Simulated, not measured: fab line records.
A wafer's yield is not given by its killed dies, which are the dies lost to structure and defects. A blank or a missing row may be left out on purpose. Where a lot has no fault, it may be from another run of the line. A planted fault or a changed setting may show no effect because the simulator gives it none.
A lot that was struck, set against a sound lot | flow berkeley cmos170 | 16 steps out of a route of 331
Sound: wafers L647.2, L647.4, L647.6. The struck wafers were L637.2, L637.4, L637.6. The cause comes at the end.
Order at every step that has rows: each side's tool, ch and its chambers, its first start. Under that, the readings that differ: sound wafers | struck wafers | difference of the means | sigmas: that difference in standard deviations of wafers without a fault.
alike: readings whose means differ by less than 2 such deviations, and words and numbers that are the same on both sides. not compared: withheld readings, readings that some wafer has no value for, bounds like >300 that may hide the same value, and numbers for which the record gives no deviation and whose values overlap.
The two part at a step that has a row with sigmas, a row that says differs or no value, or rows on one side only. Non-overlapping numbers with no deviation appear without sigmas and do not part them. Lack of a reading on every wafer of one side parts them only where that side has two or more wafers.

UCB170_CONTACT_STRIP_06: strips in O2.
  sound on plasma asher-03 ch 0,1, day 11 06:25; struck on plasma asher-01 ch 1, day 9 04:17
  alike: drypump motor current A, oes product au, strip time to endpoint s
  not compared: rf hours counter h
then, 1 step without rows for these wafers: UCB170_CONTACT_CLEAN_07 (cleans in SPM, time 600 s).
UCB170_CONTACT_RTA_08: time 10 s.
  sound on rtp anneal-02 ch 0, day 11 06:47; struck on rtp anneal-02 ch 0, day 9 04:35
  alike: chamber o2 ppm, lamp power pct, wafer_temp_C_max
then, 6 steps without rows for these wafers: UCB170_CONTACT_COAT_09; UCB170_CONTACT_COAT_10 (resist thk 900 nm); UCB170_CONTACT_SOFTBAKE_11 (time 60 s); UCB170_CONTACT_EXPOSE_12 (exposes mask CONT, target cd 700 nm); UCB170_CONTACT_PEB_13; UCB170_CONTACT_DEVELOP_14 (develop time 45 s).
UCB170_CONTACT_CD_MEAS_15: target cd 700 nm.
  sound on cd sem-01, day 11 09:12; struck on cd sem-01, day 9 06:01
  alike: cd nm
UCB170_CONTACT_OVL_MEAS_16:
  sound on overlay-02, day 11 09:19; struck on overlay-02, day 9 06:07
  alike: CONTACT_OVL
UCB170_CONTACT_ETCH_17: etches BARC in N2/H2.
  sound on rie diel-03 ch 1,3, day 11 09:20; struck on rie diel-02 ch 1,2, day 9 06:09
  reading               | sound             | struck            | difference | sigmas
  oes product au (a.u.) | 1.027 0.996 1.026 | 0.966 1.005 0.953 | -0.042     | -2
  alike: bias w, chamber pressure mTorr, drypump motor current A, throttle valve pct
UCB170_CONTACT_ETCH_18: etches PSG in CHF3/CF4/Ar, stops on TiSi2, target depth 840 nm, time 195 s.
  sound on rie diel-03 ch 1,3, day 11 09:00; struck on rie diel-02 ch 1,2, day 9 06:00
  no value came back on the struck wafers for any of 5 readings (CHF3_flow_sccm (sccm), cf4 flow sccm (sccm) and others); on the sound wafers CHF3_flow_sccm (sccm) reads 45.12 44.81 45.15
  reading                                  | sound             | struck            | difference | sigmas
  model.KrF_of_CONTACT_COAT_10.thk nm (nm) | 688.2 693.9 686.4 | 882.4 888.9 886.2 | +196.3     |
  not compared: rf hours counter h
UCB170_CONTACT_STRIP_19: strips in O2.
  sound on plasma asher-02 ch 0,1, day 11 09:31; struck on plasma asher-01 ch 0,1, day 9 06:19
  alike: drypump motor current A, oes product au
  not compared: rf hours counter h
UCB170_CONTACT_CD_MEAS_90: target cd 700 nm.
  sound on cd sem-01, day 11 09:38; struck on cd sem-02, day 9 06:26
  reading    | sound             | struck | difference                    | sigmas
  cd nm (nm) | 699.2 698.2 700.7 | - - -  | no value on the struck wafers |
then, 1 step without rows for these wafers: UCB170_CONTACT_CLEAN_20 (cleans in SPM, time 600 s).

WHERE THEY PART
At UCB170_CONTACT_ETCH_17 first; at UCB170_CONTACT_CD_MEAS_90 last (within this record only).

WHY: what the simulator had put in
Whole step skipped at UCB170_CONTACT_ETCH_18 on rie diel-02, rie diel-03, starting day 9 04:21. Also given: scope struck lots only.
